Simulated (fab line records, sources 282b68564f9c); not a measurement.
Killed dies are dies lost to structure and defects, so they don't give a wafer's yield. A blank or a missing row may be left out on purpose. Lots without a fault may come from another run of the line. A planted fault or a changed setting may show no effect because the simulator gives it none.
Split-lot experiment | flow rit_cmos | 5 lots, 23 wafers read, on a route of 202 steps

THE SPLIT
At RIT_GATE_EXPOSE_13 (exposes mask M6, target cd 150 nm), the setting dose_mj was moved away from the recipe's 380 on 5 of the 23 wafers read, by +2.6% to +4.2%. The other wafers ran this setting at the recipe's value.

FROM THE SPLIT TO THE READING: what the file shows between them, 6 steps
- RIT_GATE_PEB_14
- RIT_GATE_DEVELOP_15: develop time 50 s
- RIT_GATE_CD_MEAS_16: target cd 150 nm
- RIT_GATE_HARDBAKE_18: time 60 s
- RIT_GATE_ETCH_19: etches poly-Si in SF6/CHF3/O2, stops on SiO2, time 165 s, target depth 312.5 nm
- RIT_GATE_STRIP_20: strips in O2, time 180 s

THE READING
cd_nm, in nm, at RIT_GATE_CD_MEAS_90 (target cd 150 nm). Fault-free wafers of this fab line usually give 149.5 nm, standard deviation 2.7 nm.

wafer  | tool, chamber at the split | dose_mj as run | against the recipe | cd_nm, nm | against lot-mates on the recipe
L074.1 | iline_stepper-02, 0        | 380            | recipe             | 151.2     | -
L074.3 | iline_stepper-02, 0        | 380            | recipe             | 151.9     | -
L074.4 | iline_stepper-02, 0        | 380            | recipe             | 147.6     | -
L074.5 | iline_stepper-02, 0        | 380            | recipe             | 152.5     | -
L074.6 | iline_stepper-02, 0        | 380            | recipe             | 149.3     | -
L077.1 | iline_stepper-01, 0        | 390            | +2.6%              | 134.9     | -12.7
L077.2 | iline_stepper-01, 0        | 390            | +2.6%              | 135.3     | -12.3
L077.3 | iline_stepper-01, 0        | 380            | recipe             | 148.2     | -
L077.4 | iline_stepper-01, 0        | 380            | recipe             | 146.5     | -
L077.5 | iline_stepper-01, 0        | 380            | recipe             | 148.1     | -
L082.1 | iline_stepper-01, 0        | 380            | recipe             | 153.0     | -
L082.2 | iline_stepper-01, 0        | 380            | recipe             | 153.6     | -
L082.3 | iline_stepper-01, 0        | 380            | recipe             | 153.0     | -
L082.4 | iline_stepper-01, 0        | 380            | recipe             | 149.2     | -
L082.6 | iline_stepper-01, 0        | 380            | recipe             | 151.1     | -
L083.1 | iline_stepper-02, 0        | 380            | recipe             | 148.3     | -
L083.5 | iline_stepper-02, 0        | 380            | recipe             | 146.0     | -
L083.6 | iline_stepper-02, 0        | 380            | recipe             | 146.4     | -
L085.1 | iline_stepper-02, 0        | 396            | +4.2%              | 128.4     | -18.4
L085.2 | iline_stepper-02, 0        | 396            | +4.2%              | 125.7     | -21.1
L085.3 | iline_stepper-02, 0        | 380            | recipe             | 145.7     | -
L085.4 | iline_stepper-02, 0        | 396            | +4.2%              | 124.2     | -22.6
L085.5 | iline_stepper-02, 0        | 380            | recipe             | 148.0     | -

THE FIT
A straight line over all 23 wafers: cd_nm changes by -5.52 nm for each +1% of dose_mj; r = -0.96; the points scatter about the line by 2.5 nm.
The same after taking each lot's own level away (the mean of its wafers on the recipe; 23 wafers): -4.9 nm for each +1%; r = -0.98; scatter 1.5 nm.
On that fit, the largest move of dose_mj shifts the reading by 21 nm.
The lots' own levels span 146.85 to 151.98 nm, that is 1.9 times the standard deviation above.
So the lot-to-lot level changes the slope: the two fits differ.
Check: with one of the wafers moved furthest among these (+4.2%) left out of the fit, the line predicts -21.4 nm for it against its lot-mates. It came out at -18.4 nm against them.

OTHER SPLITS ON THESE WAFERS
These wafers also went through other splits before the reading. Each is held against what the fit with the lots' levels taken away leaves over:
other split on the same wafers   | wafers away from the commonest value | r with cd_nm (lot level and that fit taken away)
RIT_ACTIVE_OXIDATION_01 temp_c   | 18                                   | +0.02
RIT_ACTIVE_COAT_06 resist_thk_nm | 10                                   | -0.19
RIT_ACTIVE_DEVELOP_10 dev_temp_c | 7                                    | +0.11
RIT_NWELL_IMPLANT_08 dose_cm2    | 9                                    | +0.03
RIT_PWELL_COAT_01 spin_rpm       | 11                                   | +0.22
RIT_PRETRO_COAT_01 spin_rpm      | 10                                   | -0.06
RIT_GATE_SOFTBAKE_12 temp_c      | 12                                   | -0.01

THE WHOLE CHAIN: every reading that the file lists as answering this split, in the file's order
step                | what it does      | reading                                                                        | change (the file's fit)              | r (the file's)
RIT_GATE_DEVELOP_15 | develop time 50 s | GATE.cd_nm (the simulator's own value, which no gauge read)                    | -4.92 nm for each +1% of the setting | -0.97
RIT_GATE_CD_MEAS_16 | target cd 150 nm  | cd_nm                                                                          | -4.88 nm for each +1% of the setting | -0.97
RIT_GATE_CD_MEAS_90 | target cd 150 nm  | cd_nm                                                                          | -4.89 nm for each +1% of the setting | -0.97
RIT_M1_PROBE_99     |                   | etest.pmos_0p15.r_on_ohm_um (the simulator's own value, which no gauge read)   | -118 for each +1% of the setting     | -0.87
RIT_M1_PROBE_99     |                   | etest.pmos_turned.r_on_ohm_um (the simulator's own value, which no gauge read) | -131 for each +1% of the setting     | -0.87
RIT_M1_PROBE_99     |                   | etest.nmos_0p15.drive_ua_um (the simulator's own value, which no gauge read)   | +26 for each +1% of the setting      | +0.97
RIT_M1_PROBE_99     |                   | etest.pmos_0p15.drive_ua_um (the simulator's own value, which no gauge read)   | +16 for each +1% of the setting      | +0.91
RIT_M1_PROBE_99     |                   | etest.npoly_line.line_ohm_um (the simulator's own value, which no gauge read)  | +11.4 for each +1% of the setting    | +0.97

THE FILE'S OWN FIT
cd_nm changes by -4.89 nm for each +1% of dose_mj, r = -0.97.
